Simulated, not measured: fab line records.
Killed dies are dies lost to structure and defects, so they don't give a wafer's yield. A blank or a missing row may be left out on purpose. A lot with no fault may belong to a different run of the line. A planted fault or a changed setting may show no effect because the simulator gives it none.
Lot-split experiment    flow ritCmos    23 wafers read from 5 lots, route of 202 steps

== SPLIT DETAILS ==
At RIT_PSD_IMPLANT_08, the setting energyKev was moved away from the recipe's 27 on 9 of the 23 wafers read, by -4.1% to +1.5%. For the rest of the wafers, this setting stayed at what the recipe calls for.

== FROM THE SPLIT TO THE READING: what the file shows between them, 3 steps ==
- RIT_PSD_STRIP_09: strips in O2, time 180 s
- RIT_SDANNEAL_CLEAN_02: cleans in SC2, time 600 s
- RIT_SDANNEAL_RTA_03: time 5 s

== THE READING ==
PSD_RS, in ohm/sq, at RIT_SDANNEAL_RS_MEAS_04 (measures by four-point-probe). Fault-free wafers of this fab line usually give 115.96 ohm/sq, standard deviation 0.25 ohm/sq.

wafer   tool, chamber at the split  energyKev as run  against the recipe  PSD_RS, ohm/sq  against lot-mates on the recipe
L075.2  implanter-04, 0             27                recipe              115.98          -
L075.5  implanter-04, 0             27                recipe              115.77          -
L075.6  implanter-04, 0             27                recipe              115.75          -
L077.2  implanter-04, 0             27                recipe              116.19          -
L077.3  implanter-04, 0             27                recipe              116.36          -
L077.4  implanter-04, 0             26.51             -1.8%               117.35          +1.07
L077.5  implanter-04, 0             26.51             -1.8%               117.35          +1.07
L077.6  implanter-04, 0             26.51             -1.8%               117.64          +1.36
L078.1  implanter-01, 0             27                recipe              116.19          -
L078.3  implanter-01, 0             25.88             -4.1%               118.66          +2.38
L078.4  implanter-01, 0             27                recipe              116.36          -
L078.5  implanter-01, 0             25.88             -4.1%               118.44          +2.16
L078.6  implanter-01, 0             25.88             -4.1%               118.49          +2.21
L081.1  implanter-04, 0             27.41             +1.5%               115.13          -0.78
L081.2  implanter-04, 0             27                recipe              115.84          -
L081.3  implanter-04, 0             27.41             +1.5%               115.09          -0.82
L081.4  implanter-04, 0             27                recipe              115.98          -
L081.6  implanter-04, 0             27.41             +1.5%               115.03          -0.88
L084.1  implanter-01, 0             27                recipe              115.40          -
L084.2  implanter-01, 0             27                recipe              115.84          -
L084.3  implanter-01, 0             27                recipe              115.93          -
L084.5  implanter-01, 0             27                recipe              115.51          -
L084.6  implanter-01, 0             27                recipe              115.60          -

THE FIT
A straight line over all 23 wafers: PSD_RS changes by -0.642 ohm/sq for each +1% of energyKev; r = -0.97; the points scatter about the line by 0.28 ohm/sq.
The same after taking each lot's own level away (the mean of its wafers on the recipe; 23 wafers): -0.555 ohm/sq for each +1%; r = -0.99; scatter 0.14 ohm/sq.
According to that fit, moving energyKev by its largest amount changes the reading by 2.3 ohm/sq.
From 115.656 to 116.275 ohm/sq: that is the span of the lots' own levels, equal to 2.5 times the standard deviation above.
Hence the slope depends on the lot-to-lot level, as the two fits are not the same.
Check: with one of the wafers moved furthest among these (-4.1%) left out of the fit, the line predicts +2.3 ohm/sq for it against its lot-mates. It came out at +2.38 ohm/sq against them.

== ADDITIONAL SPLITS CARRIED BY THESE WAFERS ==
Other splits were also applied to these wafers ahead of the reading. Each is held against what the fit with the lots' levels taken away leaves over:
other split on the same wafers  wafers away from the commonest value  r with PSD_RS (lot level and that fit taken away)
RIT_SPACER_CVD_03 timeS         15                                    +0.24

== THE WHOLE CHAIN: every reading that the file lists as answering this split, in the file's order ==
step                     what it does                  reading                                                         change (the file's fit)                 r (the file's)
RIT_PSD_IMPLANT_08                                     implant.rpNm (the simulator's own value, which no gauge read)   +0.171 nm for each +1% of the setting   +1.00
RIT_PSD_IMPLANT_08                                     implant.drpNm (the simulator's own value, which no gauge read)  +0.0852 nm for each +1% of the setting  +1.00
RIT_SDANNEAL_RS_MEAS_04  measures by four-point-probe  PSD_RS                                                          -0.558 for each +1% of the setting      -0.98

== THE FILE'S OWN FIT ==
PSD_RS changes by -0.558 ohm/sq for each +1% of energyKev, r = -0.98.
